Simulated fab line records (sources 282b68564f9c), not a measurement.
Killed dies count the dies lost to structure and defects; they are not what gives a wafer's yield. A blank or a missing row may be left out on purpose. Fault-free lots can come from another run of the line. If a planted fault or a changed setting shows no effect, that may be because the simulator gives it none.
Struck lot and sound lot, side by side ; flow ritCmos ; 15 out of 202 route steps
Sound: the wafers L930.1, L930.4, L930.5. Struck: wafers L933.1, L933.4, L933.6. The cause is given at the end.
For every step that has rows: the tool of each side, followed by ch and its chambers, followed by its first start. Under that, the readings that differ: sound wafers ; struck wafers ; difference of the means ; sigmas: that difference in standard deviations of wafers without a fault.
alike: words and numbers the same on both sides, and readings whose means are apart by under 2 such deviations; not compared: readings that were withheld, readings missing a value for some wafer, numbers with overlapping values and no deviation given by the record, and bounds like >300 which may hide the same value.
A row with sigmas, a row that says differs or no value, or rows on one side alone: a step with any of these is where the two part. When numbers do not overlap yet have no deviation, they are printed without sigmas and do not part them. A reading missing from all wafers of one side parts the sides only when that side holds two or more wafers.

first, 1 step without rows for these wafers: RIT_NSD_IMPLANT_08.
RIT_NSD_STRIP_09: strips in O2, time 180 s.
  sound on plasmaAsher-03 ch 0, day 3 11:46; struck on plasmaAsher-04 ch 0,1, day 4 04:41
  alike: drypumpMotorCurrentA, rfReflPowerW, runLengthS
  not compared: rfHoursCounterH
RIT_NSD_TW_MEAS_10:
  sound on filmMetro-03, day 3 11:57; struck on filmMetro-03, day 4 04:51
  alike: NSD_TW
then, 6 steps without rows for these wafers: RIT_PSD_HMDS_00 (prime time 60 s); RIT_PSD_COAT_01 (resist thk 1000 nm); RIT_PSD_SOFTBAKE_02 (time 60 s); RIT_PSD_EXPOSE_03 (exposes mask M10, target cd 40900 nm); RIT_PSD_PEB_04; RIT_PSD_DEVELOP_05 (develop time 50 s).
RIT_PSD_OVL_MEAS_06:
  sound on overlay-01, day 3 12:59; struck on overlay-01, day 4 05:46
  alike: PSD_OVL
then, 2 steps without rows for these wafers: RIT_PSD_HARDBAKE_07 (time 60 s); RIT_PSD_IMPLANT_08.
RIT_PSD_STRIP_09: strips in O2, time 180 s.
  sound on plasmaAsher-01 ch 1, day 3 13:19; struck on plasmaAsher-03 ch 1, day 4 06:06
reading;sound;struck;difference;sigmas
runLengthS (s);207.8 207.8 207.9;118.0 117.3 117.1;-90.4;-99 or more
model.NOVOLAK_of_PSD_COAT_01.thkNm (nm);0 0 0;186.1 185.2 184.6;+185.3;
  alike: drypumpMotorCurrentA, rfReflPowerW
  not compared: rfHoursCounterH
RIT_PSD_TW_MEAS_10:
  sound on filmMetro-02, day 3 13:30; struck on filmMetro-02, day 4 06:17
  alike: PSD_TW
RIT_M1_PROBE_99:
  rows exist in the record for the struck wafers here (prober-02, day 4 14:23), but not for the sound ones

## WHERE THEY PART
Earliest at RIT_PSD_STRIP_09; latest, in this record, at RIT_M1_PROBE_99.

WHY: what had been put in by the simulator
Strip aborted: plasmaAsher-03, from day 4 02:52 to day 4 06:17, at RIT_PSD_STRIP_09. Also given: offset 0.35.
